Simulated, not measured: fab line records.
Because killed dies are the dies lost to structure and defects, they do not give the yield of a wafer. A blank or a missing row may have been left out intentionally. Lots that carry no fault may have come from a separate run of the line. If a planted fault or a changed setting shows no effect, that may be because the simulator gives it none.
The tool behind it: which one? | flow berkeleyCmos170 | 16 lots with 48 wafers sampled at 3 steps, on a route of 331 steps

WHAT THE GAUGES READ, wafer by wafer
UCB170_GATE_OVL_MEAS_13.
lot  | measured     | on         | GATE_OVL (nm)
L250 | day 6 14:01  | overlay-01 | -4 5 -3
L251 | day 6 14:29  | overlay-01 | -7 -2 -1
L252 | day 6 21:30  | overlay-01 | 8 -1 3
L254 | day 7 08:59  | overlay-01 | 0 0 -5
L253 | day 7 09:27  | overlay-01 | 2 2 1
L255 | day 7 09:16  | overlay-01 | 3 -2 8
L256 | day 7 09:07  | overlay-01 | 1 -6 -3
L257 | day 7 17:15  | overlay-02 | -5 -6 -8
L258 | day 7 17:26  | overlay-01 | 1 1 2
L260 | day 8 05:36  | overlay-01 | 4 10 14
L262 | day 8 22:28  | overlay-01 | -2 -5 -11
L264 | day 8 22:13  | overlay-01 | -6 -14 -10
L266 | day 9 07:41  | overlay-02 | -3 -3 1
L268 | day 9 23:17  | overlay-01 | 3 7 8
L269 | day 10 10:10 | overlay-02 | 5 3 3
L271 | day 10 10:27 | overlay-02 | -5 -6 -2

UCB170_CONTACT_THK_MEAS_02.
lot  | measured     | on           | CONTACT_PSG_THK (nm)
L250 | day 7 14:27  | filmMetro-03 | 694 691 694
L251 | day 7 14:26  | filmMetro-01 | 690 700 697
L252 | day 7 19:09  | filmMetro-03 | 699 699 696
L254 | day 8 00:25  | filmMetro-04 | 706 708 709
L253 | day 8 02:11  | filmMetro-01 | 685 680 676
L255 | day 8 03:56  | filmMetro-01 | 711 714 715
L256 | day 8 01:17  | filmMetro-01 | 705 702 701
L257 | day 8 10:10  | filmMetro-03 | 706 704 711
L258 | day 8 10:10  | filmMetro-04 | 694 693 693
L260 | day 9 02:02  | filmMetro-04 | 719 722 717
L262 | day 9 17:54  | filmMetro-03 | 714 719 714
L264 | day 9 18:22  | filmMetro-01 | 694 691 693
L266 | day 10 01:26 | filmMetro-03 | 712 717 712
L268 | day 10 18:03 | filmMetro-03 | 704 702 701
L269 | day 11 02:56 | filmMetro-01 | 700 704 695
L271 | day 11 04:02 | filmMetro-03 | 700 702 701

WHICH TOOL RAN EACH LOT (tool, then ch and the chambers of the sampled wafers, then the start)
lot  | UCB170_ZERO_EXPOSE_03
L250 | krfScanner-01 ch 0, day 2 00:16
L251 | krfScanner-01 ch 0, day 2 00:22
L252 | krfScanner-02 ch 0, day 2 09:04
L254 | krfScanner-02 ch 0, day 2 13:49
L253 | krfScanner-01 ch 0, day 2 14:03
L255 | krfScanner-02 ch 0, day 2 22:14
L256 | krfScanner-01 ch 0, day 3 00:50
L257 | krfScanner-01 ch 0, day 3 06:57
L258 | krfScanner-01 ch 0, day 3 12:15
L260 | krfScanner-02 ch 0, day 3 18:06
L262 | krfScanner-01 ch 0, day 4 09:31
L264 | krfScanner-02 ch 0, day 4 21:07
L266 | krfScanner-02 ch 0, day 5 06:32
L268 | krfScanner-02 ch 0, day 5 13:50
L269 | krfScanner-02 ch 0, day 5 22:52
L271 | krfScanner-02 ch 0, day 6 04:30
- UCB170_ZERO_EXPOSE_03: exposes mask PM MARKS, target cd 4000 nm.

AS READ BY THE TOOLS THEMSELVES (means over the sampled wafers that have a number; for cases with no such wafer, the mark the record gives instead)
UCB170_ZERO_EXPOSE_03.
lot  | tool          | exposureDoseMJCm2
L250 | krfScanner-01 | 29.967
L251 | krfScanner-01 | 30.002
L252 | krfScanner-02 | 29.984
L254 | krfScanner-02 | 30.013
L253 | krfScanner-01 | 29.982
L255 | krfScanner-02 | 29.962
L256 | krfScanner-01 | 26.062
L257 | krfScanner-01 | 26.060
L258 | krfScanner-01 | 26.049
L260 | krfScanner-02 | 30.005
L262 | krfScanner-01 | 26.059
L264 | krfScanner-02 | 30.020
L266 | krfScanner-02 | 30.005
L268 | krfScanner-02 | 29.967
L269 | krfScanner-02 | 29.997
L271 | krfScanner-02 | 30.052

THE ANSWER, worked out from the rows above alone
Rule: the usual values come from the lots themselves. Put in order of their means at a reading, lots are off if they are a third of the lots or fewer, leave a main group of 4 or more, and stand apart from it by a gap of 3 or more times the standard deviation of the main group's means; of several such gaps the widest counts. Not used: any main group whose means are identical at the precision the tables above print for the reading. A lot without any number at a reading at which 4 lots or more have one is off too. Where the step has rows for the other lots, those lots are counted as sound. The gauges are gone through in route order, then the tools' own readings, and for those a lot's mean is taken as printed above. At the first step where some lot is off, the reading lying furthest off is the one used; lots without a number count as furthest.
Off, at UCB170_ZERO_EXPOSE_03 on exposureDoseMJCm2: L256, L257, L258, L262. The main group: mean 29.996, standard deviation 0.025.
If a tool, at that step or one of the process steps before it, ran each lot that is off and ran no sound lot following the first of them, it fits. One candidate fits, namely krfScanner-01 at UCB170_ZERO_EXPOSE_03. A fault onset in the window from L253 (day 2 14:03, its last sound lot) to L256 (day 3 00:50, its first lot off) fits.
On the lots that are off, the tool's own readings at UCB170_ZERO_EXPOSE_03 differ by more than 5 times the standard deviation of the sound lots' means, which bears it out; exposureDoseMJCm2 reads 26.058 there versus 29.996 on the sound lots.

WHAT WAS PUT IN BY THE SIMULATOR
Process parameter drift: krfScanner-01, from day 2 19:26 on, at UCB170_ZERO_EXPOSE_03. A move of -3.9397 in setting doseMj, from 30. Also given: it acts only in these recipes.
Shown lots that were struck: L256, L257, L258, L262. The rule given above showed the same thing.
